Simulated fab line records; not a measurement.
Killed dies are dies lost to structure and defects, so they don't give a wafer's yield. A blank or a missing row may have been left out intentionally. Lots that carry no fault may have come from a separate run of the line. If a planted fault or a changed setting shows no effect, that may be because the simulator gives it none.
fab line records :: flow rit-cmos
record
  lots=6
  wafers=18
  last-day=8
route steps=202 shown PWELL@46 WELLDRIVE@50 NWELL@51 NRETRO@53
lots that met no fault: from a run of the same line without faults
start-h: the number of hours between the record's first day and the start of the first shown wafer of the lot :: wait-h: hours elapsed since this lot's preceding step :: " same as the row above :: L1.1+2: several wafers, shown together as one row :: - no value, or no start was given :: * or withheld: withheld :: < > ~ a bound
route shown NAME@n: NAME is a module with steps in the file, n the number in the route of the first one :: usual: the fault-free wafers' mean and standard deviation :: same: alike in all rows :: chamber/n: place in a boat :: sites: readings site by site :: _std_site: their standard deviation :: _edge_site: outer sites' mean less inner sites' :: radius-mm: for every site, how far away it sits from the centre of the wafer :: mask NAME#n: copy n :: behind: the tool/chamber that last shaped the wafer :: hold: cause of the lot's hold/its duration in hours/its outcome :: device: which transistor (n, p or np) failed to switch :: end of line: the route-end tests of the same wafers :: a step given without rows: its recipe and nothing more :: killed: count of dies lost to structure and defects at first sort (not the wafer's yield) :: map: a wafer's dies, x killed, . not, _ none there
set.NAME: setting as actually run; set.NAME@STEP: the setting as run at that earlier step :: model.NAME: the simulator's own value behind a step, which no gauge read
a table for each step, a row for each wafer; lots at some steps of the route
services: a tool's chamber out of use, with start hour (start-h, from the record's first day; less than 0 if before it), hours out, and reason
## steps
# step RIT_PWELL_HARDBAKE_07
# recipe
  resist=NOVOLAK
  temp-c=140
  time-s=120
# step RIT_PWELL_IMPLANT_08
# recipe
  species=B
  energy-kev=170
  dose-cm2=7e+13
  tilt-deg=7
# step RIT_PWELL_STRIP_09
# recipe
  chemistry=O2
  time-s=180
  resist=NOVOLAK
  platen-temp-c=withheld
  power-w=500
  pressure-mtorr=4000
  o2-flow-sccm=4000
# usual
  drypump-motor-current-A=6.0/0.33
  rf-refl-power-W=8.1/1.4
lot.wafer: L121.3
tool: plasma-asher-03
chamber: 1
start-h: 50.98
wait-h: 0.1
drypump-motor-current-A: 6.4
rf-hours-counter-h: -
rf-refl-power-W: 7.5

lot.wafer: L121.4
tool: plasma-asher-03
chamber: 0
start-h: 50.98
wait-h: 0.1
drypump-motor-current-A: 5.6
rf-hours-counter-h: -
rf-refl-power-W: 7.5

lot.wafer: L121.6
tool: plasma-asher-03
chamber: 0
start-h: 50.98
wait-h: 0.1
drypump-motor-current-A: 5.6
rf-hours-counter-h: -
rf-refl-power-W: 7.6

lot.wafer: L128.1
tool: plasma-asher-01
chamber: 0
start-h: 78.98
wait-h: 0.1
drypump-motor-current-A: 6.2
rf-hours-counter-h: 30
rf-refl-power-W: 5.4

lot.wafer: L128.2
tool: plasma-asher-01
chamber: 1
start-h: 78.98
wait-h: 0.1
drypump-motor-current-A: 5.6
rf-hours-counter-h: 30
rf-refl-power-W: 9.6

lot.wafer: L128.5
tool: plasma-asher-01
chamber: 1
start-h: 78.98
wait-h: 0.1
drypump-motor-current-A: 5.6
rf-hours-counter-h: -
rf-refl-power-W: 9.3

lot.wafer: L129.2
tool: plasma-asher-03
chamber: 1
start-h: 88.29
wait-h: 0.1
drypump-motor-current-A: 6.4
rf-hours-counter-h: 44
rf-refl-power-W: 7.4

lot.wafer: L129.3
tool: plasma-asher-03
chamber: 1
start-h: 88.29
wait-h: 0.1
drypump-motor-current-A: 6.4
rf-hours-counter-h: -
rf-refl-power-W: 7.6

lot.wafer: L129.5
tool: plasma-asher-03
chamber: 1
start-h: 88.29
wait-h: 0.1
drypump-motor-current-A: 6.4
rf-hours-counter-h: -
rf-refl-power-W: 7.6

lot.wafer: L136.4
tool: plasma-asher-03
chamber: 1
start-h: 120.84
wait-h: 0.1
drypump-motor-current-A: 6.4
rf-hours-counter-h: -
rf-refl-power-W: 7.5

lot.wafer: L136.5
tool: plasma-asher-03
chamber: 1
start-h: 120.84
wait-h: 0.1
drypump-motor-current-A: 6.4
rf-hours-counter-h: -
rf-refl-power-W: 7.7

lot.wafer: L136.6
tool: plasma-asher-03
chamber: 0
start-h: 120.84
wait-h: 0.1
drypump-motor-current-A: 5.6
rf-hours-counter-h: -
rf-refl-power-W: 6.9

lot.wafer: L137.1
tool: plasma-asher-03
chamber: 0
start-h: 124.82
wait-h: 0.1
drypump-motor-current-A: 5.6
rf-hours-counter-h: 48
rf-refl-power-W: 7.3

lot.wafer: L137.4
tool: plasma-asher-03
chamber: 0
start-h: 124.82
wait-h: 0.1
drypump-motor-current-A: 5.6
rf-hours-counter-h: -
rf-refl-power-W: 7.3

lot.wafer: L137.6
tool: plasma-asher-03
chamber: 0
start-h: 124.82
wait-h: 0.1
drypump-motor-current-A: 5.6
rf-hours-counter-h: -
rf-refl-power-W: 7.3

lot.wafer: L139.1
tool: plasma-asher-03
chamber: 1
start-h: 134.57
wait-h: 0.1
drypump-motor-current-A: 6.4
rf-hours-counter-h: 49
rf-refl-power-W: 7.3

lot.wafer: L139.2
tool: plasma-asher-03
chamber: 0
start-h: 134.57
wait-h: 0.1
drypump-motor-current-A: 5.6
rf-hours-counter-h: 49
rf-refl-power-W: 7.8

lot.wafer: L139.3
tool: plasma-asher-03
chamber: 0
start-h: 134.57
wait-h: 0.1
drypump-motor-current-A: 5.6
rf-hours-counter-h: -
rf-refl-power-W: 7.5
# step RIT_PWELL_TW_MEAS_10
# usual
  PWELL_TW=950/11
lot.wafer: L121.3
tool: film-metro-02
chamber: -
start-h: 51.12
wait-h: 0.1
PWELL_TW: 939

lot.wafer: L121.4
tool: film-metro-02
chamber: -
start-h: 51.12
wait-h: 0.1
PWELL_TW: 936

lot.wafer: L121.6
tool: film-metro-02
chamber: -
start-h: 51.12
wait-h: 0.1
PWELL_TW: 937

lot.wafer: L128.1
tool: film-metro-02
chamber: -
start-h: 79.15
wait-h: 0.1
PWELL_TW: 939

lot.wafer: L128.2
tool: film-metro-02
chamber: -
start-h: 79.15
wait-h: 0.1
PWELL_TW: 941

lot.wafer: L128.5
tool: film-metro-02
chamber: -
start-h: 79.15
wait-h: 0.1
PWELL_TW: 939

lot.wafer: L129.2
tool: film-metro-03
chamber: -
start-h: 88.48
wait-h: 0.1
PWELL_TW: 960

lot.wafer: L129.3
tool: film-metro-03
chamber: -
start-h: 88.48
wait-h: 0.1
PWELL_TW: 957

lot.wafer: L129.5
tool: film-metro-03
chamber: -
start-h: 88.48
wait-h: 0.1
PWELL_TW: 961

lot.wafer: L136.4
tool: film-metro-01
chamber: -
start-h: 120.98
wait-h: 0.1
PWELL_TW: 949

lot.wafer: L136.5
tool: film-metro-01
chamber: -
start-h: 120.98
wait-h: 0.1
PWELL_TW: 948

lot.wafer: L136.6
tool: film-metro-01
chamber: -
start-h: 120.98
wait-h: 0.1
PWELL_TW: 947

lot.wafer: L137.1
tool: film-metro-03
chamber: -
start-h: 125.00
wait-h: 0.1
PWELL_TW: 959

lot.wafer: L137.4
tool: film-metro-03
chamber: -
start-h: 125.00
wait-h: 0.1
PWELL_TW: 967

lot.wafer: L137.6
tool: film-metro-03
chamber: -
start-h: 125.00
wait-h: 0.1
PWELL_TW: 958

lot.wafer: L139.1
tool: film-metro-02
chamber: -
start-h: 134.74
wait-h: 0.1
PWELL_TW: 936

lot.wafer: L139.2
tool: film-metro-02
chamber: -
start-h: 134.74
wait-h: 0.1
PWELL_TW: 935

lot.wafer: L139.3
tool: film-metro-02
chamber: -
start-h: 134.74
wait-h: 0.1
PWELL_TW: 941
# step RIT_WELLDRIVE_ANNEAL_00
# recipe
  temp-c=1100
  time-s=14700
  ambient=N2
# step RIT_WELLDRIVE_RS_MEAS_01
# recipe
  thk-meas-gauge=four-point-probe
# usual
  NWELL_RS=275.7/0.73
lot.wafer: L121.3
tool: film-metro-02
chamber: -
start-h: 56.69
wait-h: 0.0
NWELL_RS[ohm/sq]: 274.3

lot.wafer: L121.4
tool: film-metro-02
chamber: -
start-h: 56.69
wait-h: 0.0
NWELL_RS[ohm/sq]: 275.0

lot.wafer: L121.6
tool: film-metro-02
chamber: -
start-h: 56.69
wait-h: 0.0
NWELL_RS[ohm/sq]: 275.1

lot.wafer: L128.1
tool: film-metro-01
chamber: -
start-h: 85.65
wait-h: 0.0
NWELL_RS[ohm/sq]: 275.5

lot.wafer: L128.2
tool: film-metro-01
chamber: -
start-h: 85.65
wait-h: 0.0
NWELL_RS[ohm/sq]: 275.7

lot.wafer: L128.5
tool: film-metro-01
chamber: -
start-h: 85.65
wait-h: 0.0
NWELL_RS[ohm/sq]: 274.8

lot.wafer: L129.2
tool: film-metro-03
chamber: -
start-h: 93.63
wait-h: 0.0
NWELL_RS[ohm/sq]: 275.3

lot.wafer: L129.3
tool: film-metro-03
chamber: -
start-h: 93.63
wait-h: 0.0
NWELL_RS[ohm/sq]: 275.8

lot.wafer: L129.5
tool: film-metro-03
chamber: -
start-h: 93.63
wait-h: 0.0
NWELL_RS[ohm/sq]: 275.9

lot.wafer: L136.4
tool: film-metro-03
chamber: -
start-h: 127.20
wait-h: 0.1
NWELL_RS[ohm/sq]: 276.7

lot.wafer: L136.5
tool: film-metro-03
chamber: -
start-h: 127.20
wait-h: 0.1
NWELL_RS[ohm/sq]: 277.1

lot.wafer: L136.6
tool: film-metro-03
chamber: -
start-h: 127.20
wait-h: 0.1
NWELL_RS[ohm/sq]: 276.8

lot.wafer: L137.1
tool: film-metro-02
chamber: -
start-h: 131.65
wait-h: 0.0
NWELL_RS[ohm/sq]: 274.8

lot.wafer: L137.4
tool: film-metro-02
chamber: -
start-h: 131.65
wait-h: 0.0
NWELL_RS[ohm/sq]: 275.3

lot.wafer: L137.6
tool: film-metro-02
chamber: -
start-h: 131.65
wait-h: 0.0
NWELL_RS[ohm/sq]: 275.2

lot.wafer: L139.1
tool: film-metro-01
chamber: -
start-h: 139.89
wait-h: 0.0
NWELL_RS[ohm/sq]: 276.1

lot.wafer: L139.2
tool: film-metro-01
chamber: -
start-h: 139.89
wait-h: 0.0
NWELL_RS[ohm/sq]: 276.2

lot.wafer: L139.3
tool: film-metro-01
chamber: -
start-h: 139.89
wait-h: 0.0
NWELL_RS[ohm/sq]: 275.8
# step RIT_WELLDRIVE_RS_MEAS_02
# recipe
  thk-meas-gauge=four-point-probe
# usual
  PWELL_RS=429.7/1.4
lot.wafer: L121.3
tool: film-metro-02
chamber: -
start-h: 56.81
wait-h: 0.1
PWELL_RS[ohm/sq]: 427.1

lot.wafer: L121.4
tool: film-metro-02
chamber: -
start-h: 56.81
wait-h: 0.1
PWELL_RS[ohm/sq]: 428.9

lot.wafer: L121.6
tool: film-metro-02
chamber: -
start-h: 56.81
wait-h: 0.1
PWELL_RS[ohm/sq]: 427.7

lot.wafer: L128.1
tool: film-metro-01
chamber: -
start-h: 85.77
wait-h: 0.1
PWELL_RS[ohm/sq]: 428.9

lot.wafer: L128.2
tool: film-metro-01
chamber: -
start-h: 85.77
wait-h: 0.1
PWELL_RS[ohm/sq]: 427.8

lot.wafer: L128.5
tool: film-metro-01
chamber: -
start-h: 85.77
wait-h: 0.1
PWELL_RS[ohm/sq]: 427.2

lot.wafer: L129.2
tool: film-metro-03
chamber: -
start-h: 93.75
wait-h: 0.1
PWELL_RS[ohm/sq]: 430.1

lot.wafer: L129.3
tool: film-metro-03
chamber: -
start-h: 93.75
wait-h: 0.1
PWELL_RS[ohm/sq]: 430.6

lot.wafer: L129.5
tool: film-metro-03
chamber: -
start-h: 93.75
wait-h: 0.1
PWELL_RS[ohm/sq]: 430.6

lot.wafer: L136.4
tool: film-metro-03
chamber: -
start-h: 127.32
wait-h: 0.1
PWELL_RS[ohm/sq]: 433.1

lot.wafer: L136.5
tool: film-metro-03
chamber: -
start-h: 127.32
wait-h: 0.1
PWELL_RS[ohm/sq]: 432.5

lot.wafer: L136.6
tool: film-metro-03
chamber: -
start-h: 127.32
wait-h: 0.1
PWELL_RS[ohm/sq]: 432.8

lot.wafer: L137.1
tool: film-metro-02
chamber: -
start-h: 131.77
wait-h: 0.1
PWELL_RS[ohm/sq]: 427.1

lot.wafer: L137.4
tool: film-metro-02
chamber: -
start-h: 131.77
wait-h: 0.1
PWELL_RS[ohm/sq]: 428.2

lot.wafer: L137.6
tool: film-metro-02
chamber: -
start-h: 131.77
wait-h: 0.1
PWELL_RS[ohm/sq]: 428.7

lot.wafer: L139.1
tool: film-metro-01
chamber: -
start-h: 140.01
wait-h: 0.1
PWELL_RS[ohm/sq]: 429.9

lot.wafer: L139.2
tool: film-metro-01
chamber: -
start-h: 140.01
wait-h: 0.1
PWELL_RS[ohm/sq]: 429.4

lot.wafer: L139.3
tool: film-metro-01
chamber: -
start-h: 140.01
wait-h: 0.1
PWELL_RS[ohm/sq]: 429.7
# step RIT_NRETRO_HMDS_00
# recipe
  prime-time-s=60
  prime-temp-c=140
# step RIT_NRETRO_COAT_01
# recipe
  resist=NOVOLAK
  spin-rpm=2000
  resist-thk-nm=1300
# step RIT_NRETRO_SOFTBAKE_02
# recipe
  resist=NOVOLAK
  temp-c=90
  time-s=60
# step RIT_NRETRO_EXPOSE_03
# recipe
  mask-id=M4
  na=0.57
  target-cd-nm=43900
  dose-mj=250
# step RIT_NRETRO_PEB_04
# recipe
  resist=NOVOLAK
  temp-c=withheld
  time-s=withheld
# step RIT_NRETRO_DEVELOP_05
# recipe
  resist=NOVOLAK
  develop-time-s=68
  dev-temp-c=23
# usual
  chill-plate-temp-C=23.00/0.11
  develop-time-s=68/0
lot.wafer: L121.3
tool: litho-track-04
chamber: 0
start-h: 57
wait-h: -
chill-plate-temp-C: 23.01
develop-time-s: 68

lot.wafer: L121.4
tool: litho-track-04
chamber: 0
start-h: 57
wait-h: -
chill-plate-temp-C: 23.08
develop-time-s: 68

lot.wafer: L121.6
tool: litho-track-04
chamber: 0
start-h: 57
wait-h: -
chill-plate-temp-C: 23.11
develop-time-s: 68

lot.wafer: L128.1
tool: litho-track-01
chamber: -
start-h: 86
wait-h: -
chill-plate-temp-C: -
develop-time-s: -

lot.wafer: L128.2
tool: litho-track-01
chamber: -
start-h: 86
wait-h: -
chill-plate-temp-C: -
develop-time-s: -

lot.wafer: L128.5
tool: litho-track-01
chamber: -
start-h: 86
wait-h: -
chill-plate-temp-C: -
develop-time-s: -

lot.wafer: L129.2
tool: litho-track-03
chamber: -
start-h: 94
wait-h: -
chill-plate-temp-C: -
develop-time-s: -

lot.wafer: L129.3
tool: litho-track-03
chamber: -
start-h: 94
wait-h: -
chill-plate-temp-C: -
develop-time-s: -

lot.wafer: L129.5
tool: litho-track-03
chamber: -
start-h: 94
wait-h: -
chill-plate-temp-C: -
develop-time-s: -

lot.wafer: L136.4
tool: litho-track-03
chamber: 0
start-h: 128
wait-h: -
chill-plate-temp-C: 23.01
develop-time-s: 68

lot.wafer: L136.5
tool: litho-track-03
chamber: 0
start-h: 128
wait-h: -
chill-plate-temp-C: 22.93
develop-time-s: 68

lot.wafer: L136.6
tool: litho-track-03
chamber: 0
start-h: 128
wait-h: -
chill-plate-temp-C: 23.04
develop-time-s: 68

lot.wafer: L137.1
tool: litho-track-01
chamber: 0
start-h: 132
wait-h: -
chill-plate-temp-C: 23.18
develop-time-s: 68

lot.wafer: L137.4
tool: litho-track-01
chamber: 0
start-h: 132
wait-h: -
chill-plate-temp-C: 23.19
develop-time-s: 68

lot.wafer: L137.6
tool: litho-track-01
chamber: 0
start-h: 132
wait-h: -
chill-plate-temp-C: 23.22
develop-time-s: 68

lot.wafer: L139.1
tool: litho-track-03
chamber: 0
start-h: 140
wait-h: -
chill-plate-temp-C: 22.98
develop-time-s: 68

lot.wafer: L139.2
tool: litho-track-03
chamber: 0
start-h: 140
wait-h: -
chill-plate-temp-C: 22.87
develop-time-s: 68

lot.wafer: L139.3
tool: litho-track-03
chamber: 0
start-h: 140
wait-h: -
chill-plate-temp-C: 22.97
develop-time-s: 68
# step RIT_NRETRO_OVL_MEAS_06
# usual
  NRETRO_OVL=-1.4/1.3
lot.wafer: L121.3
tool: overlay-01
chamber: -
start-h: 57.90
wait-h: -
NRETRO_OVL[nm]: -2.1

lot.wafer: L121.4
tool: overlay-01
chamber: -
start-h: 57.90
wait-h: -
NRETRO_OVL[nm]: -1.5

lot.wafer: L121.6
tool: overlay-01
chamber: -
start-h: 57.90
wait-h: -
NRETRO_OVL[nm]: -3.1

lot.wafer: L128.1
tool: overlay-02
chamber: -
start-h: 86.77
wait-h: -
NRETRO_OVL[nm]: -

lot.wafer: L128.2
tool: overlay-02
chamber: -
start-h: 86.77
wait-h: -
NRETRO_OVL[nm]: -

lot.wafer: L128.5
tool: overlay-02
chamber: -
start-h: 86.77
wait-h: -
NRETRO_OVL[nm]: -

lot.wafer: L129.2
tool: overlay-02
chamber: -
start-h: 94.94
wait-h: -
NRETRO_OVL[nm]: -

lot.wafer: L129.3
tool: overlay-02
chamber: -
start-h: 94.94
wait-h: -
NRETRO_OVL[nm]: -

lot.wafer: L129.5
tool: overlay-02
chamber: -
start-h: 94.94
wait-h: -
NRETRO_OVL[nm]: -

lot.wafer: L136.4
tool: overlay-01
chamber: -
start-h: 128.40
wait-h: -
NRETRO_OVL[nm]: -1.6

lot.wafer: L136.5
tool: overlay-01
chamber: -
start-h: 128.40
wait-h: -
NRETRO_OVL[nm]: -2.4

lot.wafer: L136.6
tool: overlay-01
chamber: -
start-h: 128.40
wait-h: -
NRETRO_OVL[nm]: -1.9

lot.wafer: L137.1
tool: overlay-02
chamber: -
start-h: 132.77
wait-h: -
NRETRO_OVL[nm]: 1.3

lot.wafer: L137.4
tool: overlay-02
chamber: -
start-h: 132.77
wait-h: -
NRETRO_OVL[nm]: 0.7

lot.wafer: L137.6
tool: overlay-02
chamber: -
start-h: 132.77
wait-h: -
NRETRO_OVL[nm]: 0.5

lot.wafer: L139.1
tool: overlay-02
chamber: -
start-h: 141.10
wait-h: -
NRETRO_OVL[nm]: -0.5

lot.wafer: L139.2
tool: overlay-02
chamber: -
start-h: 141.10
wait-h: -
NRETRO_OVL[nm]: -1.5

lot.wafer: L139.3
tool: overlay-02
chamber: -
start-h: 141.10
wait-h: -
NRETRO_OVL[nm]: -2.5
## services
tool: plasma-asher-01
chamber: -
start-h: 31.67
hours: 4.0
kind: pm
## key
first-sign
  step=RIT_NRETRO_DEVELOP_05
  reading=tool-record
  direction=missing
effect none on later readings
met-at RIT_NRETRO_DEVELOP_05
struck-wafers L128.1,L128.2,L128.5,L129.2,L129.3,L129.5
sort-left-out L128.1,L128.2,L128.5,L129.2,L129.3,L129.5
tester-left-out L128,L129
fault
  kind=skipped-step-whole
  tool=litho-track-01,litho-track-03
  chamber=-
  onset-h=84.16
  steps=RIT_NRETRO_DEVELOP_05
  scope=struck-lots-only
# tester-left-out: of these lots the tester's yield and bins aren't shown, on N5 and GAA mostly nor the transistor test; their killed dies are dies lost to structure and defects alone, not to doping, threshold or leakage, so they don't give the yield
# sort-left-out: the simulated sort isn't trusted on such a fault, so these wafers' sort isn't shown, and their yield isn't known
